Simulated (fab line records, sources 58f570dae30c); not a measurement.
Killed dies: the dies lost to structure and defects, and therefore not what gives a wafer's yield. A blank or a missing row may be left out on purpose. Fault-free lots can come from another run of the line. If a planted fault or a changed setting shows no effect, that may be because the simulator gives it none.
Split-lot trial    flow berkeleyCmos170    5 lots, 27 wafers read, on a route of 331 steps

ABOUT THE SPLIT
At UCB170_ZERO_ETCH_06 (etches SiO2 in CHF3/CF4/Ar, time 12 s), the setting targetDepthA was moved away from the recipe's 516 angstrom on 6 of the 27 wafers read, by -47.1% to +37.5%. This setting was run at the recipe's value on the other wafers.

Reading taken at the split's own step.

THE READING
oesProductAu, in a.u., at UCB170_ZERO_ETCH_06 (etches SiO2 in CHF3/CF4/Ar, time 12 s). A value of 0.614 a.u. with a standard deviation of 0.015 a.u. is what fault-free wafers of this fab line usually give.

wafer   tool, chamber at the split  targetDepthA as run, angstrom  against the recipe  oesProductAu, a.u.  against lot-mates on the recipe
L075.1  rieDiel-02, 1               516                            recipe              0.636               -
L075.2  rieDiel-02, 2               516                            recipe              0.611               -
L075.3  rieDiel-02, 0               516                            recipe              0.625               -
L075.4  rieDiel-02, 3               516                            recipe              0.626               -
L075.5  rieDiel-02, 1               516                            recipe              0.628               -
L075.6  rieDiel-02, 2               516                            recipe              0.612               -
L076.1  rieDiel-03, 3               272.8                          -47.1%              0.808               +0.185
L076.2  rieDiel-03, 2               272.8                          -47.1%              0.810               +0.187
L076.3  rieDiel-03, 0               516                            recipe              0.636               -
L076.4  rieDiel-03, 3               516                            recipe              0.598               -
L076.5  rieDiel-03, 0               516                            recipe              0.636               -
L076.6  rieDiel-03, 2               272.8                          -47.1%              0.805               +0.182
L077.1  rieDiel-01, 2               516                            recipe              0.598               -
L077.2  rieDiel-01, 3               516                            recipe              0.593               -
L077.6  rieDiel-01, 2               516                            recipe              0.601               -
L078.1  rieDiel-01, 2               516                            recipe              0.598               -
L078.2  rieDiel-01, 1               516                            recipe              0.630               -
L078.3  rieDiel-01, 0               516                            recipe              0.618               -
L078.4  rieDiel-01, 3               516                            recipe              0.595               -
L078.5  rieDiel-01, 1               516                            recipe              0.619               -
L078.6  rieDiel-01, 0               516                            recipe              0.624               -
L082.1  rieDiel-01, 2               516                            recipe              0.595               -
L082.2  rieDiel-01, 3               516                            recipe              0.602               -
L082.3  rieDiel-01, 0               709.6                          +37.5%              0.553               -0.041
L082.4  rieDiel-01, 1               709.6                          +37.5%              0.558               -0.036
L082.5  rieDiel-01, 2               709.6                          +37.5%              0.537               -0.057
L082.6  rieDiel-01, 3               516                            recipe              0.586               -

THE FIT
A straight line over all 27 wafers: oesProductAu changes by -0.00316 a.u. for each +1% of targetDepthA; r = -0.93; the points scatter about the line by 0.027 a.u.
The same after taking each lot's own level away (the mean of its wafers on the recipe; 27 wafers): -0.00283 a.u. for each +1%; r = -0.91; scatter 0.027 a.u.
The reading moves by 0.13 a.u. for the largest change in targetDepthA, on that fit.
Measured against the standard deviation above, the lots' own levels, which go from 0.5943 to 0.6233 a.u., span 1.9 times it.
So the lot-to-lot level changes the slope: the two fits differ.
Check: with one of the wafers moved furthest among these (-47.1%) left out of the fit, the line predicts +0.134 a.u. for it against its lot-mates. Against them it came out at +0.185 a.u.
Tool readings at the split's step, against how far the setting was moved: oesProductAu r = -0.93.

THE FILE'S OWN FIT
oesProductAu changes by -0.00285 a.u. for each +1% of targetDepthA, r = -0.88.
